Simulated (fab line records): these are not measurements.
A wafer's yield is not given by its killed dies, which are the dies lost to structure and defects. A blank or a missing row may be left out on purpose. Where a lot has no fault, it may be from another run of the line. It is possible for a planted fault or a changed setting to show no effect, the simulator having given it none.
Code-filled problem report in 8D (eight disciplines) form | flow berkeley-cmos170 | the parts of the form that need people (team, actions taken, sign-off) are left out

== 1. WHAT WENT WRONG ==
Mean of oes-product-au at UCB170_M1_ETCH_11: 0.788 a.u. across 6 wafers in 2 lots; on wafers with no fault it is 1.006 a.u. (standard deviation 0.027). That puts it -8.1 standard deviations away from the usual mean.
The step: etches BARC in N2/H2.
Seen first at day 9 06:53 on rie-diel-02, wafer L951.3. The record has a number at this step for 18 wafers belonging to 6 lots. The rule behind "out" and "out of limits": a value lying over 4 standard deviations away from the usual mean. All remaining wafers that have a number are taken as sound.

== 2. WHAT THIS IS AND IS NOT ==
question                    | is                     | is not
which readings at this step | oes-product-au         | drypump-motor-current-A
which lots                  | L951, L957             | L941, L944, L956, L963
which wafers of those lots  | all that have a number | -
read on which tools         | rie-diel-02            | rie-diel-01, rie-diel-04
when                        | from day 9 06:53       | up to then (6 sound wafers); but 6 sound wafers of L956, L963 came after

== 3. THE SUSPECTS, EACH WITH WHAT RULES IT OUT ==
Counting: a tool at a process step up to the reading stays a suspect if it ran every lot that is out and no sound lot after the first of them.
- pvd-sputter-03 at UCB170_M1_SPUTTER_00 (material Al, target thk 600 nm, time 80 s): ruled out as a lasting fault. Sound lots L956 ran on it after its first lot that is out, L951 (day 9 05:39).
- rie-diel-02 at UCB170_M1_ETCH_11 (etches BARC in N2/H2): kept. All lots that are out passed through it, beginning with L951 at day 9 06:53, and no sound lot followed; its final sound lot before that point was L944 at day 7 12:08. Out on those wafers are its own readings of oes-product-au.
Left after counting: rie-diel-02 at UCB170_M1_ETCH_11.

== 4. THE CAUSE (what the simulator had put in) ==
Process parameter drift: rie-diel-02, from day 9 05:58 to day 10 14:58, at UCB170_M1_ETCH_11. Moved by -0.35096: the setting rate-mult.
After counting, this tool was the only one left.

== 5. THE EFFECT CHAIN, in route order ==
Each row: a reading whose mean over the struck wafers that have a number lies more than 3 standard deviations from the usual. Only readings for which the record gives a usual standard deviation are gone through. hours: the time from each lot's start at the first step in this table that gives one to its start at this step, as a median over the lots. sigmas: the change in usual standard deviations.
hours | step              | reading        | usual      | on struck wafers | change | sigmas
0     | UCB170_M1_ETCH_11 | oes-product-au | 1.006 a.u. | 0.788            | -0.218 | -8.1
Process steps it contains:
- UCB170_M1_ETCH_11: etches BARC in N2/H2.

== 6. HOW IT WOULD HAVE BEEN CAUGHT EARLIER ==
In this record the first reading out of limits was taken at day 9 06:53, 1 hour after the fault began at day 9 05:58.
